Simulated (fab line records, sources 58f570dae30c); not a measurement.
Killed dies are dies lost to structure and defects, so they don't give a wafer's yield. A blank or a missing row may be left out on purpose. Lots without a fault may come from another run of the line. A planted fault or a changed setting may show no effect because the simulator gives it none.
Which tool did it? | flow berkeley_cmos170 | 15 lots, 45 wafers sampled, at 4 steps of a route of 331

WHAT THE GAUGES READ, wafer by wafer
UCB170_PSD_TW_MEAS_10. Usual: PSD_TW 2303, standard deviation 26.
lot  | measured     | on            | PSD_TW         | flag
L659 | day 6 17:12  | film_metro-03 | 2270 2276 2260 |
L660 | day 6 17:34  | film_metro-02 | 2309 2326 2341 |
L658 | day 6 17:41  | film_metro-03 | 2271 2270 2271 |
L662 | day 7 00:43  | film_metro-01 | 2326 2328 2327 |
L661 | day 7 00:58  | film_metro-03 | 2270 2261 2268 |
L664 | day 7 15:31  | film_metro-01 | 2327 2327 2317 |
L666 | day 8 07:14  | film_metro-01 | 2305 2322 2324 |
L668 | day 8 07:52  | film_metro-03 | 2262 2269 2280 |
L670 | day 8 08:05  | film_metro-02 | 2318 2315 2315 |
L676 | day 10 09:10 | film_metro-03 | 2286 2282 2298 |
L675 | day 10 09:27 | film_metro-02 | 2319 2323 2307 |
L677 | day 11 00:38 | film_metro-03 | 2272 2269 2267 |
L679 | day 11 00:54 | film_metro-02 | 2322 2318 2325 |
L678 | day 11 07:28 | film_metro-01 | 2336 2328 2339 |
L680 | day 11 07:37 | film_metro-02 | 2308 2319 2326 |

UCB170_SILICIDE_THK_MEAS_03: measures by xrf. Usual: SILICIDE_TI_THK 30.1 nm, standard deviation 0.38.
lot  | measured     | on            | SILICIDE_TI_THK (nm) | flag
L659 | day 6 20:57  | film_metro-04 | 30.4 30.2 30.2       |
L660 | day 6 21:18  | film_metro-03 | 30.1 30.5 30.0       |
L658 | day 6 21:35  | film_metro-04 | 29.9 29.9 30.1       |
L662 | day 7 05:26  | film_metro-03 | 30.4 29.9 30.0       |
L661 | day 7 05:41  | film_metro-04 | 30.2 30.2 30.3       |
L664 | day 7 19:04  | film_metro-04 | 29.8 30.0 30.6       |
L666 | day 8 11:21  | film_metro-04 | 31.2 30.5 30.4       |
L668 | day 8 11:54  | film_metro-04 | 29.3 30.2 30.1       |
L670 | day 8 12:05  | film_metro-04 | 30.3 29.8 29.8       |
L676 | day 10 15:31 | film_metro-01 | 29.7 30.1 30.0       |
L675 | day 10 15:32 | film_metro-03 | 30.0 30.2 30.6       |
L677 | day 11 07:27 | film_metro-03 | 30.3 30.2 30.2       |
L679 | day 11 07:27 | film_metro-04 | 30.0 29.7 29.5       |
L678 | day 11 15:11 | film_metro-04 | 30.3 30.0 30.1       |
L680 | day 11 15:11 | film_metro-01 | 29.6 29.5 29.9       |

UCB170_CONTACT_THK_MEAS_02. Usual: CONTACT_PSG_THK 698 nm, standard deviation 7.1.
lot  | measured     | on            | CONTACT_PSG_THK (nm) | flag
L659 | day 6 23:49  | film_metro-04 | 697 696 702          |
L660 | day 6 23:49  | film_metro-02 | 704 703 703          |
L658 | day 6 23:49  | film_metro-03 | 691 693 685          |
L662 | day 7 07:34  | film_metro-02 | 770 775 771          | OFF
L661 | day 7 09:22  | film_metro-02 | 770 762 759          | OFF
L664 | day 7 21:38  | film_metro-04 | 782 779 785          | OFF
L666 | day 8 13:30  | film_metro-03 | 707 708 702          |
L668 | day 8 15:16  | film_metro-03 | 706 697 703          |
L670 | day 8 15:17  | film_metro-02 | 699 705 703          |
L676 | day 10 19:50 | film_metro-03 | 699 703 708          |
L675 | day 10 19:52 | film_metro-02 | 697 693 697          |
L677 | day 11 09:39 | film_metro-03 | 696 695 695          |
L679 | day 11 09:39 | film_metro-02 | 688 690 689          |
L678 | day 11 17:48 | film_metro-02 | 686 688 691          |
L680 | day 11 17:46 | film_metro-04 | 688 698 699          |

WHICH TOOL RAN EACH LOT (tool, then ch and the chambers of the sampled wafers, then the start)
lot  | UCB170_CONTACT_CVD_01
L659 | lpcvd-01 ch 0, day 6 22:01
L660 | lpcvd-01 ch 1, day 6 22:01
L658 | lpcvd-01 ch 1, day 6 22:01
L662 | lpcvd-01 ch 1, day 7 05:47
L661 | lpcvd-01 ch 1, day 7 07:34
L664 | lpcvd-01 ch 1, day 7 19:51
L666 | lpcvd-02 ch 1, day 8 11:43
L668 | lpcvd-02 ch 1, day 8 13:29
L670 | lpcvd-02 ch 0, day 8 13:29
L676 | lpcvd-02 ch 1, day 10 18:02
L675 | lpcvd-02 ch 1, day 10 18:02
L677 | lpcvd-02 ch 1, day 11 07:52
L679 | lpcvd-02 ch 1, day 11 07:52
L678 | lpcvd-01 ch 0, day 11 15:59
L680 | lpcvd-01 ch 0, day 11 15:59
- UCB170_CONTACT_CVD_01: deposits PSG from SiH4/O2/PH3, target thk 700 nm, time 2820 s.

WHAT THE TOOLS THEMSELVES READ (means of the sampled wafers that have a number; where no wafer has one, the mark that the record gives instead)
UCB170_CONTACT_CVD_01. Usual: sih4_flow_sccm 59.97 sccm, standard deviation 0.17; spike_tc_centre_C 452.0 C, standard deviation 1.3; spike_tc_load_C 470.2 C, standard deviation 1.7; spike_tc_source_C 468.3 C, standard deviation 1.2; susceptor_temp_C 450.03 C, standard deviation 0.22.
lot  | tool     | sih4_flow_sccm (sccm) | spike_tc_centre_C (C) | spike_tc_load_C (C) | spike_tc_source_C (C) | susceptor_temp_C (C) | flag
L659 | lpcvd-01 | 60.09                 | 452.8                 | 470.2               | 468.5                 | 449.79               |
L660 | lpcvd-01 | 59.87                 | 452.2                 | 470.2               | 468.8                 | 450.02               |
L658 | lpcvd-01 | 59.95                 | 453.4                 | 469.8               | 470.2                 | 450.28               |
L662 | lpcvd-01 | 59.97                 | 463.5                 | 481.0               | 480.1                 | 461.63               | OFF
L661 | lpcvd-01 | 59.92                 | 464.3                 | 481.6               | 481.7                 | 461.58               | OFF
L664 | lpcvd-01 | 60.21                 | 464.1                 | 480.8               | 480.7                 | 461.67               | OFF
L666 | lpcvd-02 | 60.14                 | 450.6                 | 469.9               | 467.4                 | 450.13               |
L668 | lpcvd-02 | 59.93                 | 450.8                 | 470.2               | 468.8                 | 450.37               |
L670 | lpcvd-02 | 60.24                 | 452.8                 | 472.8               | 468.9                 | 449.93               |
L676 | lpcvd-02 | 59.72                 | 451.3                 | 469.5               | 468.3                 | 450.01               |
L675 | lpcvd-02 | 59.88                 | 451.0                 | 470.0               | 467.9                 | 450.02               |
L677 | lpcvd-02 | 59.98                 | 450.9                 | 470.3               | 467.9                 | 450.17               |
L679 | lpcvd-02 | 60.05                 | 451.2                 | 470.1               | 467.8                 | 450.04               |
L678 | lpcvd-01 | 60.28                 | 453.8                 | 468.8               | 468.7                 | 449.99               |
L680 | lpcvd-01 | 59.98                 | 452.7                 | 469.9               | 468.2                 | 449.85               |

THE ANSWER, worked out from the rows above alone
Rule: a lot is off if the mean of its wafers that have a number lies more than 3 standard deviations from the usual mean. A lot without any number at a reading at which 4 lots or more have one is off too. The other lots that the step has rows for count as sound. The gauges are gone through in route order, then the tools' own readings, and for those a lot's mean is taken as printed above. The first step at which some lot is off is used, and at that step the reading that is off furthest; a lot without a number counts as furthest.
Off: L662, L661, L664, at UCB170_CONTACT_THK_MEAS_02 (CONTACT_PSG_THK).
A tool fits if, at a process step before that reading, it ran every lot that is off, and no sound lot after the first of them. The gauges at UCB170_CONTACT_THK_MEAS_02 aren't tried: what is off there is off at UCB170_CONTACT_CVD_01 too, on other tools, and a gauge's error can't cause that. None of those tried fits.

WHAT THE SIMULATOR HAD PUT IN
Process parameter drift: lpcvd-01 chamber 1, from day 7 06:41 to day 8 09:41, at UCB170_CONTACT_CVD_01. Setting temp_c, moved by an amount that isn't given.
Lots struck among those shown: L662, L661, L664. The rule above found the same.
